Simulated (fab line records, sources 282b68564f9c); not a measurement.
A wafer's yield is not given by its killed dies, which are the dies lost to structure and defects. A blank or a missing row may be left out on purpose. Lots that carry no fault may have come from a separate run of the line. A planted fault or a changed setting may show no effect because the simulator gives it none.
Which tool is to blame? / flow rit-cmos / 41 wafers from 14 lots sampled at 2 of the route's 202 steps

== WHAT THE GAUGES SHOWED, per wafer ==
The record holds no reading of a measuring or inspecting step that can be judged against a usual standard deviation.

== TOOL THAT RAN EACH LOT (tool first, then ch and the chambers of the sampled wafers, then the start) ==
lot=L265; RIT_CONTACT_CLEAN_14=wet-bench-02 ch 0, day 3 08:22; RIT_M1_PROBE_99=prober-02, day 3 12:46
lot=L266; RIT_CONTACT_CLEAN_14=wet-bench-01 ch 3, day 3 15:07; RIT_M1_PROBE_99=prober-01, day 3 19:29
lot=L267; RIT_CONTACT_CLEAN_14=wet-bench-01 ch 3, day 3 21:35; RIT_M1_PROBE_99=prober-02, day 4 01:47
lot=L269; RIT_CONTACT_CLEAN_14=wet-bench-04 ch 0, day 4 05:19; RIT_M1_PROBE_99=prober-01, day 4 09:59
lot=L273; RIT_CONTACT_CLEAN_14=wet-bench-04 ch 0, day 5 09:58; RIT_M1_PROBE_99=prober-01, day 5 14:13
lot=L275; RIT_CONTACT_CLEAN_14=wet-bench-04 ch 0, day 5 13:38; RIT_M1_PROBE_99=prober-02, day 5 17:59
lot=L279; RIT_CONTACT_CLEAN_14=wet-bench-01 ch 3, day 6 08:21; RIT_M1_PROBE_99=prober-02, day 6 12:46
lot=L280; RIT_CONTACT_CLEAN_14=wet-bench-04 ch 2, day 6 09:22; RIT_M1_PROBE_99=prober-02, day 6 14:13
lot=L281; RIT_CONTACT_CLEAN_14=wet-bench-02 ch 0, day 6 17:24; RIT_M1_PROBE_99=prober-01, day 6 21:38
lot=L282; RIT_CONTACT_CLEAN_14=wet-bench-01 ch 1, day 6 21:52; RIT_M1_PROBE_99=prober-02, day 7 02:36
lot=L283; RIT_CONTACT_CLEAN_14=wet-bench-02 ch 3, day 7 00:50; RIT_M1_PROBE_99=prober-01, day 7 05:04
lot=L285; RIT_CONTACT_CLEAN_14=wet-bench-01 ch 2, day 7 13:47; RIT_M1_PROBE_99=prober-01, day 7 18:10
lot=L286; RIT_CONTACT_CLEAN_14=wet-bench-02 ch 3, day 7 15:52; RIT_M1_PROBE_99=prober-02, day 7 20:22
lot=L287; RIT_CONTACT_CLEAN_14=wet-bench-01 ch 3, day 7 20:49; RIT_M1_PROBE_99=prober-01, day 8 01:25
- RIT_CONTACT_CLEAN_14: cleans in SC2, time 600 s.
- RIT_M1_PROBE_99

== AS READ BY THE TOOLS THEMSELVES (means over the sampled wafers that have a number; for cases with no such wafer, the mark the record gives instead) ==
RIT_CONTACT_CLEAN_14.
lot=L265; tool=wet-bench-02; bath-guard-temp-C (C)=75.8
lot=L266; tool=wet-bench-01; bath-guard-temp-C (C)=74.5
lot=L267; tool=wet-bench-01; bath-guard-temp-C (C)=74.5
lot=L269; tool=wet-bench-04; bath-guard-temp-C (C)=75.7
lot=L273; tool=wet-bench-04; bath-guard-temp-C (C)=75.8
lot=L275; tool=wet-bench-04; bath-guard-temp-C (C)=75.6
lot=L279; tool=wet-bench-01; bath-guard-temp-C (C)=74.7
lot=L280; tool=wet-bench-04; bath-guard-temp-C (C)=75.2
lot=L281; tool=wet-bench-02; bath-guard-temp-C (C)=75.8
lot=L282; tool=wet-bench-01; bath-guard-temp-C (C)=75.2
lot=L283; tool=wet-bench-02; bath-guard-temp-C (C)=74.5
lot=L285; tool=wet-bench-01; bath-guard-temp-C (C)=75.8
lot=L286; tool=wet-bench-02; bath-guard-temp-C (C)=74.9
lot=L287; tool=wet-bench-01; bath-guard-temp-C (C)=74.4

RIT_M1_PROBE_99.
lot=L265 tool=prober-02 killed-at-contacts=0.0 killed-at-front-end=9.0 killed-dies=9.0 killed-on-rim=3.7 killed-open=4.0 killed-short=5.0
lot=L266 tool=prober-01 killed-at-contacts=0.0 killed-at-front-end=7.7 killed-dies=7.7 killed-on-rim=1.3 killed-open=4.3 killed-short=3.3
lot=L267 tool=prober-02 killed-at-contacts=0.0 killed-at-front-end=7.0 killed-dies=7.0 killed-on-rim=1.0 killed-open=4.7 killed-short=2.3
lot=L269 tool=prober-01 killed-at-contacts=0.0 killed-at-front-end=7.7 killed-dies=7.7 killed-on-rim=3.0 killed-open=3.3 killed-short=4.3
lot=L273 tool=prober-01 killed-at-contacts=11.0 killed-at-front-end=6.0 killed-dies=17.0 killed-on-rim=10.5 killed-open=3.0 killed-short=3.0
lot=L275 tool=prober-02 killed-at-contacts=11.3 killed-at-front-end=9.3 killed-dies=20.7 killed-on-rim=10.7 killed-open=4.3 killed-short=5.0
lot=L279 tool=prober-02 killed-at-contacts=0.3 killed-at-front-end=4.0 killed-dies=4.3 killed-on-rim=0.7 killed-open=1.0 killed-short=3.3
lot=L280 tool=prober-02 killed-at-contacts=0.0 killed-at-front-end=6.3 killed-dies=6.3 killed-on-rim=2.3 killed-open=3.3 killed-short=3.0
lot=L281 tool=prober-01 killed-at-contacts=0.0 killed-at-front-end=9.7 killed-dies=9.7 killed-on-rim=2.7 killed-open=4.7 killed-short=5.0
lot=L282 tool=prober-02 killed-at-contacts=0.0 killed-at-front-end=6.3 killed-dies=6.3 killed-on-rim=3.3 killed-open=1.7 killed-short=4.7
lot=L283 tool=prober-01 killed-at-contacts=0.0 killed-at-front-end=7.7 killed-dies=7.7 killed-on-rim=1.3 killed-open=5.0 killed-short=2.7
lot=L285 tool=prober-01 killed-at-contacts=0.3 killed-at-front-end=5.3 killed-dies=5.7 killed-on-rim=2.3 killed-open=3.7 killed-short=2.0
lot=L286 tool=prober-02 killed-at-contacts=0.3 killed-at-front-end=3.3 killed-dies=3.7 killed-on-rim=0.3 killed-open=1.3 killed-short=2.3
lot=L287 tool=prober-01 killed-at-contacts=0.0 killed-at-front-end=4.7 killed-dies=4.7 killed-on-rim=2.7 killed-open=3.3 killed-short=1.0

== THE ANSWER, worked out from the rows above alone ==
Rule: what is usual is taken from the lots themselves. The widest of any qualifying gaps counts: lots, ordered by their means at a reading, are off when they make up no more than a third of the lots, leave a main group of 4 or more, and stand apart from it by 3 or more times the standard deviation of that group's means. A main group is skipped when, at the precision printed for the reading in the tables above, its means are all equal. Also off: a lot with no number at a reading for which 4 or more lots have one. All remaining lots with rows at the step are treated as sound. The gauges are gone through in route order, then the tools' own readings, and for those a lot's mean is taken as printed above. The first step at which some lot is off is used, and at that step the reading that is off furthest; a lot without a number counts as furthest.
Off: L273, L275 (RIT_M1_PROBE_99, killed-at-contacts). Main group: mean 0.1, sd 0.13.
A tool fits if, at that step or a process step before it, it ran every lot that is off, and no sound lot after the first of them. Of those tried, none fits.

== WHAT THE SIMULATOR PUT IN ==
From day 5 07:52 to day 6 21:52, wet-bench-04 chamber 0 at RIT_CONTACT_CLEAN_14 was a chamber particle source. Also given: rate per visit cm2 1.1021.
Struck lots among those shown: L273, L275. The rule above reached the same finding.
